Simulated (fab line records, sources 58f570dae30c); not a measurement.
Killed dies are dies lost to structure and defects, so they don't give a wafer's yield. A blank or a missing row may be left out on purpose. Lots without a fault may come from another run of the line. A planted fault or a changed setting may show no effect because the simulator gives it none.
Split-lot experiment | flow berkeley_cmos170 | 5 lots, 23 wafers read, on a route of 331 steps

THE SPLIT
At UCB170_PVT_STRIP_08 (strips in O2), the setting overash_fraction was moved away from the recipe's 0.5 on 10 of the 23 wafers read, by +11.8% to +27.9%. The other wafers ran this setting at the recipe's value.

The reading is taken at the split's own step.

THE READING
oes_product_au, in a.u., at UCB170_PVT_STRIP_08 (strips in O2). Fault-free wafers of this fab line usually give 0.734 a.u., standard deviation 0.0053 a.u..

wafer  | tool, chamber at the split | overash_fraction as run | against the recipe | oes_product_au, a.u. | against lot-mates on the recipe
L075.1 | plasma_asher-02, 0         | 0.5                     | recipe             | 0.734                | -
L075.2 | plasma_asher-02, 1         | 0.5                     | recipe             | 0.732                | -
L075.3 | plasma_asher-02, 1         | 0.5742                  | +14.8%             | 0.717                | -0.018
L075.4 | plasma_asher-02, 0         | 0.5742                  | +14.8%             | 0.701                | -0.034
L075.6 | plasma_asher-02, 1         | 0.5                     | recipe             | 0.738                | -
L076.1 | plasma_asher-04, 1         | 0.5                     | recipe             | 0.728                | -
L076.3 | plasma_asher-04, 0         | 0.5                     | recipe             | 0.736                | -
L076.4 | plasma_asher-04, 1         | 0.5                     | recipe             | 0.727                | -
L082.1 | plasma_asher-04, 0         | 0.5                     | recipe             | 0.734                | -
L082.3 | plasma_asher-04, 1         | 0.5592                  | +11.8%             | 0.707                | -0.028
L082.4 | plasma_asher-04, 0         | 0.5                     | recipe             | 0.739                | -
L082.5 | plasma_asher-04, 1         | 0.5                     | recipe             | 0.733                | -
L082.6 | plasma_asher-04, 0         | 0.5592                  | +11.8%             | 0.719                | -0.016
L083.1 | plasma_asher-03, 1         | 0.6393                  | +27.9%             | 0.685                | -0.047
L083.2 | plasma_asher-03, 0         | 0.5                     | recipe             | 0.736                | -
L083.3 | plasma_asher-03, 0         | 0.6393                  | +27.9%             | 0.695                | -0.037
L083.5 | plasma_asher-03, 1         | 0.6393                  | +27.9%             | 0.692                | -0.040
L083.6 | plasma_asher-03, 0         | 0.5                     | recipe             | 0.728                | -
L085.1 | plasma_asher-03, 1         | 0.5934                  | +18.7%             | 0.713                | -0.018
L085.2 | plasma_asher-03, 0         | 0.5                     | recipe             | 0.732                | -
L085.3 | plasma_asher-03, 0         | 0.5934                  | +18.7%             | 0.693                | -0.038
L085.4 | plasma_asher-03, 1         | 0.5934                  | +18.7%             | 0.702                | -0.029
L085.5 | plasma_asher-03, 0         | 0.5                     | recipe             | 0.730                | -

THE FIT
A straight line over all 23 wafers: oes_product_au changes by -0.00155 a.u. for each +1% of overash_fraction; r = -0.95; the points scatter about the line by 0.0055 a.u..
The same after taking each lot's own level away (the mean of its wafers on the recipe; 23 wafers): -0.00152 a.u. for each +1%; r = -0.95; scatter 0.0055 a.u..
On that fit, the largest move of overash_fraction shifts the reading by 0.042 a.u..
The lots' own levels span 0.7303 to 0.7353 a.u., that is 0.9 times the standard deviation above.
So the lot-to-lot level changes the slope little: the two slopes agree.
Check: with one of the wafers moved furthest among these (+27.9%) left out of the fit, the line predicts -0.0419 a.u. for it against its lot-mates. It came out at -0.047 a.u. against them.
Tool readings at the split's step, against how far the setting was moved: oes_product_au r = -0.95.

OTHER SPLITS ON THESE WAFERS
These wafers also went through other splits before the reading. Each is held against what the fit with the lots' levels taken away leaves over:
other split on the same wafers        | wafers away from the commonest value | r with oes_product_au (lot level and that fit taken away)
UCB170_ZERO_COAT_01 spin_rpm          | 6                                    | +0.03
UCB170_ZERO_SOFTBAKE_02 temp_c        | 7                                    | -0.09
UCB170_NWELL_IMPLANT_14 dose_cm2      | 6                                    | +0.40
UCB170_PWELL_CVD_05 sih2cl2_flow_sccm | 15                                   | -0.01
UCB170_ACTIVE_COAT_08 resist_thk_nm   | 9                                    | -0.41
UCB170_ACTIVE_ETCH_15 time_s          | 7                                    | -0.33
UCB170_PFIELD_IMPLANT_07 dose_cm2     | 5                                    | +0.04

THE FILE'S OWN FIT
oes_product_au changes by -0.00156 a.u. for each +1% of overash_fraction, r = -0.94.
